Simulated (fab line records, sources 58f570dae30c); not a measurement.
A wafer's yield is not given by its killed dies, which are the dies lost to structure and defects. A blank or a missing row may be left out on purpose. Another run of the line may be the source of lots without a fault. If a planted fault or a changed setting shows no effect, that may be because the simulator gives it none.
Which tool was responsible? :: flow berkeleyCmos170 :: 14 lots with 42 wafers sampled at 5 steps, on a route of 331 steps

## WHAT THE GAUGES READ, wafer by wafer
UCB170_PVT_OVL_MEAS_06.
lot: L504
measured: day 7 13:44
on: overlay-02
PVT_OVL (nm): 2 3 7

lot: L506
measured: day 7 20:35
on: overlay-02
PVT_OVL (nm): 0 3 0

lot: L505
measured: day 7 20:41
on: overlay-01
PVT_OVL (nm): -1 1 -4

lot: L507
measured: day 8 06:11
on: overlay-01
PVT_OVL (nm): -1 2 4

lot: L509
measured: day 8 23:22
on: overlay-01
PVT_OVL (nm): -1 -10 2

lot: L508
measured: day 8 23:55
on: overlay-02
PVT_OVL (nm): 4 14 4

lot: L511
measured: day 9 01:07
on: overlay-01
PVT_OVL (nm): 4 14 6

lot: L512
measured: day 9 19:02
on: overlay-02
PVT_OVL (nm): 1 4 1

lot: L515
measured: day 9 19:07
on: overlay-01
PVT_OVL (nm): 7 13 10

lot: L521
measured: day 10 16:37
on: overlay-02
PVT_OVL (nm): 1 -7 -2

lot: L520
measured: day 10 16:38
on: overlay-01
PVT_OVL (nm): -13 -10 -4

lot: L525
measured: day 11 09:07
on: overlay-01
PVT_OVL (nm): 4 4 0

lot: L527
measured: day 11 23:07
on: overlay-02
PVT_OVL (nm): 10 8 4

lot: L526
measured: day 12 00:44
on: overlay-02
PVT_OVL (nm): 11 8 6

UCB170_NLDD_TW_MEAS_11.
lot: L504
measured: day 8 08:10
on: filmMetro-03
NLDD_TW: 2229 2228 2228

lot: L506
measured: day 8 15:31
on: filmMetro-01
NLDD_TW: 2237 2238 2234

lot: L505
measured: day 8 14:20
on: filmMetro-03
NLDD_TW: 2220 2215 2233

lot: L507
measured: day 9 04:59
on: filmMetro-04
NLDD_TW: 2205 2208 2202

lot: L509
measured: day 10 02:50
on: filmMetro-01
NLDD_TW: 2246 2241 2231

lot: L508
measured: day 10 03:07
on: filmMetro-03
NLDD_TW: 2216 2218 2218

lot: L511
measured: day 10 03:02
on: filmMetro-01
NLDD_TW: 2229 2220 2241

lot: L512
measured: day 10 16:16
on: filmMetro-04
NLDD_TW: 2191 2197 2195

lot: L515
measured: day 10 15:55
on: filmMetro-04
NLDD_TW: 2205 2202 2188

lot: L521
measured: day 11 14:59
on: filmMetro-04
NLDD_TW: 2202 2209 2210

lot: L520
measured: day 11 14:13
on: filmMetro-01
NLDD_TW: 2229 2234 2222

lot: L525
measured: day 12 08:09
on: filmMetro-01
NLDD_TW: 2203 2213 2207

lot: L527
measured: day 12 21:43
on: filmMetro-04
NLDD_TW: 2226 2229 2214

lot: L526
measured: day 12 21:10
on: filmMetro-04
NLDD_TW: 2214 2207 2220

UCB170_PSD_OVL_MEAS_07.
lot: L504
measured: day 8 16:58
on: overlay-02
PSD_OVL (nm): -5 -9 1

lot: L506
measured: day 9 00:56
on: overlay-02
PSD_OVL (nm): -3 -6 -1

lot: L505
measured: day 9 00:40
on: overlay-01
PSD_OVL (nm): 3 3 2

lot: L507
measured: day 9 15:49
on: overlay-01
PSD_OVL (nm): 1 5 -3

lot: L509
measured: day 10 11:18
on: overlay-02
PSD_OVL (nm): -4 1 -3

lot: L508
measured: day 10 11:39
on: overlay-02
PSD_OVL (nm): -1 9 7

lot: L511
measured: day 10 11:32
on: overlay-01
PSD_OVL (nm): -7 -12 -9

lot: L512
measured: day 11 00:52
on: overlay-01
PSD_OVL (nm): 2 3 0

lot: L515
measured: day 11 01:05
on: overlay-01
PSD_OVL (nm): -6 -2 -7

lot: L521
measured: day 11 22:38
on: overlay-02
PSD_OVL (nm): -2 -5 -3

lot: L520
measured: day 11 22:54
on: overlay-02
PSD_OVL (nm): 6 -2 5

lot: L525
measured: day 12 18:03
on: overlay-02
PSD_OVL (nm): 6 3 0

lot: L527
measured: day 13 03:34
on: overlay-02
PSD_OVL (nm): -14 -5 -9

lot: L526
measured: day 13 03:14
on: overlay-01
PSD_OVL (nm): -3 7 3

UCB170_SDANNEAL_RS_MEAS_04: a four-point-probe measurement.
lot: L504
measured: day 8 20:16
on: filmMetro-03
PLDD_RS (ohm/sq): 1033.6 1033.6 1035.3

lot: L506
measured: day 9 05:16
on: filmMetro-01
PLDD_RS (ohm/sq): 1031.4 1033.9 1031.5

lot: L505
measured: day 9 04:49
on: filmMetro-03
PLDD_RS (ohm/sq): 1031.7 1030.0 1031.8

lot: L507
measured: day 9 19:12
on: filmMetro-04
PLDD_RS (ohm/sq): 1036.1 1035.8 1035.7

lot: L509
measured: day 10 14:56
on: filmMetro-01
PLDD_RS (ohm/sq): 1032.1 1031.9 1032.3

lot: L508
measured: day 10 15:50
on: filmMetro-03
PLDD_RS (ohm/sq): 1031.5 1032.1 1034.4

lot: L511
measured: day 10 15:23
on: filmMetro-04
PLDD_RS (ohm/sq): 1030.6 1032.5 1033.3

lot: L512
measured: day 11 05:21
on: filmMetro-01
PLDD_RS (ohm/sq): 1028.1 1030.6 1029.8

lot: L515
measured: day 11 06:37
on: filmMetro-03
PLDD_RS (ohm/sq): 1031.9 1034.3 1033.0

lot: L521
measured: day 12 03:23
on: filmMetro-04
PLDD_RS (ohm/sq): 1092.8 1089.3 1094.0

lot: L520
measured: day 12 03:50
on: filmMetro-01
PLDD_RS (ohm/sq): 1090.9 1087.8 1088.0

lot: L525
measured: day 12 23:44
on: filmMetro-04
PLDD_RS (ohm/sq): 1031.9 1032.1 1033.9

lot: L527
measured: day 13 12:45
on: filmMetro-01
PLDD_RS (ohm/sq): 1030.5 1030.5 1030.6

lot: L526
measured: day 13 09:29
on: filmMetro-03
PLDD_RS (ohm/sq): 1032.8 1033.6 1035.9

## WHICH TOOL RAN EACH LOT (tool, then ch and the chambers of the sampled wafers, then the start)
lot: L504
UCB170_SPACER_ANNEAL_02: furnace-02 ch 0, day 8 13:47

lot: L506
UCB170_SPACER_ANNEAL_02: furnace-04 ch 0, day 8 21:32

lot: L505
UCB170_SPACER_ANNEAL_02: furnace-04 ch 0, day 8 21:32

lot: L507
UCB170_SPACER_ANNEAL_02: furnace-04 ch 0, day 9 13:09

lot: L509
UCB170_SPACER_ANNEAL_02: furnace-01 ch 0, day 10 08:04

lot: L508
UCB170_SPACER_ANNEAL_02: furnace-01 ch 0, day 10 08:04

lot: L511
UCB170_SPACER_ANNEAL_02: furnace-01 ch 0, day 10 08:04

lot: L512
UCB170_SPACER_ANNEAL_02: furnace-04 ch 0, day 10 20:51

lot: L515
UCB170_SPACER_ANNEAL_02: furnace-04 ch 0, day 10 20:51

lot: L521
UCB170_SPACER_ANNEAL_02: furnace-01 ch 0, day 11 18:31

lot: L520
UCB170_SPACER_ANNEAL_02: furnace-01 ch 0, day 11 18:31

lot: L525
UCB170_SPACER_ANNEAL_02: furnace-04 ch 0, day 12 13:15

lot: L527
UCB170_SPACER_ANNEAL_02: furnace-04 ch 0, day 13 00:11

lot: L526
UCB170_SPACER_ANNEAL_02: furnace-04 ch 0, day 13 00:11
- UCB170_SPACER_ANNEAL_02: time 1800 s.

## AS READ BY THE TOOLS THEMSELVES (means over the sampled wafers that have a number; for cases with no such wafer, the mark the record gives instead)
UCB170_SPACER_ANNEAL_02.
lot: L504
tool: furnace-02
spikeTcCentreC (C): 903.4
spikeTcLoadC (C): 923.6
spikeTcSourceC (C): 925.0
tubeCenterTempC (C): 900
tube_center_temp_C_max: 902.3

lot: L506
tool: furnace-04
spikeTcCentreC (C): 900.0
spikeTcLoadC (C): 926.7
spikeTcSourceC (C): 927.4
tubeCenterTempC (C): 900
tube_center_temp_C_max: 902.4

lot: L505
tool: furnace-04
spikeTcCentreC (C): 900.4
spikeTcLoadC (C): 926.6
spikeTcSourceC (C): 926.6
tubeCenterTempC (C): 900
tube_center_temp_C_max: 902.0

lot: L507
tool: furnace-04
spikeTcCentreC (C): 902.7
spikeTcLoadC (C): 926.8
spikeTcSourceC (C): 926.9
tubeCenterTempC (C): 900
tube_center_temp_C_max: 902.6

lot: L509
tool: furnace-01
spikeTcCentreC (C): 902.6
spikeTcLoadC (C): 923.3
spikeTcSourceC (C): 922.4
tubeCenterTempC (C): 900
tube_center_temp_C_max: 902.1

lot: L508
tool: furnace-01
spikeTcCentreC (C): 903.2
spikeTcLoadC (C): 923.0
spikeTcSourceC (C): 921.9
tubeCenterTempC (C): 900
tube_center_temp_C_max: 902.4

lot: L511
tool: furnace-01
spikeTcCentreC (C): 903.4
spikeTcLoadC (C): 922.9
spikeTcSourceC (C): 921.6
tubeCenterTempC (C): 900
tube_center_temp_C_max: 902.6

lot: L512
tool: furnace-04
spikeTcCentreC (C): 900.8
spikeTcLoadC (C): 926.3
spikeTcSourceC (C): 927.8
tubeCenterTempC (C): 900
tube_center_temp_C_max: 902.1

lot: L515
tool: furnace-04
spikeTcCentreC (C): 901.1
spikeTcLoadC (C): 926.7
spikeTcSourceC (C): 926.7
tubeCenterTempC (C): 900
tube_center_temp_C_max: 902.2

lot: L521
tool: furnace-01
spikeTcCentreC (C): 889.0
spikeTcLoadC (C): 907.0
spikeTcSourceC (C): 905.7
tubeCenterTempC (C): 885
tube_center_temp_C_max: 887.3

lot: L520
tool: furnace-01
spikeTcCentreC (C): 887.2
spikeTcLoadC (C): 907.6
spikeTcSourceC (C): 906.0
tubeCenterTempC (C): 885
tube_center_temp_C_max: 887.0

lot: L525
tool: furnace-04
spikeTcCentreC (C): 902.2
spikeTcLoadC (C): 926.4
spikeTcSourceC (C): 926.3
tubeCenterTempC (C): 900
tube_center_temp_C_max: 902.4

lot: L527
tool: furnace-04
spikeTcCentreC (C): 901.2
spikeTcLoadC (C): 927.5
spikeTcSourceC (C): 926.9
tubeCenterTempC (C): 900
tube_center_temp_C_max: 902.5

lot: L526
tool: furnace-04
spikeTcCentreC (C): 902.1
spikeTcLoadC (C): 926.5
spikeTcSourceC (C): 926.3
tubeCenterTempC (C): 900
tube_center_temp_C_max: 902.1

## THE ANSWER, worked out from the rows above alone
Rule: the usual values come from the lots themselves. Put in order of their means at a reading, lots are off if they are a third of the lots or fewer, leave a main group of 4 or more, and stand apart from it by a gap of 3 or more times the standard deviation of the main group's means; of several such gaps the widest counts. A main group whose means are all the same, to the digits that the tables above print for the reading, isn't used. Also off: a lot with no number at a reading for which 4 or more lots have one. Where the step has rows for the other lots, those lots are counted as sound. After the gauges, taken in route order, come the tools' own readings; for these a lot's mean is taken, as printed above. The first step at which some lot is off is used, and at that step the reading that is off furthest; a lot without a number counts as furthest.
Off: L521, L520, at UCB170_SDANNEAL_RS_MEAS_04 (PLDD_RS). For the main group the mean is 1032.5 ohm/sq and the standard deviation 1.6.
If a tool, at a process step before that reading, ran all the lots that are off and no sound lot after the first of them, it fits. The gauges at UCB170_SDANNEAL_RS_MEAS_04 aren't tried: what is off there is off at UCB170_SPACER_ANNEAL_02 too, on other tools, and a gauge's error can't cause that. One fits: UCB170_SPACER_ANNEAL_02 on furnace-01. A fault onset in the window from L508 (day 10 08:04, its last sound lot) to L520 (day 11 18:31, its first lot off) fits.
The tool's own readings at UCB170_SPACER_ANNEAL_02 bear it out: on the lots that are off they differ by more than 5 times the standard deviation of the sound lots' means. spikeTcCentreC reads 888.1 C there against 901.9 C on the sound lots; spikeTcLoadC reads 907.3 C there against 925.5 C on the sound lots; spikeTcSourceC reads 905.9 C there against 925.5 C on the sound lots; tubeCenterTempC reads 885 C there against 900 C on the sound lots; tube_center_temp_C_max reads 887.1 there against 902.3 on the sound lots.

## WHAT THE SIMULATOR HAD INSERTED
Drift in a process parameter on furnace-01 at UCB170_SPACER_ANNEAL_02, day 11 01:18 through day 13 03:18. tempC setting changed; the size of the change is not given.
Shown lots that were struck: L521, L520. The rule above found the same.
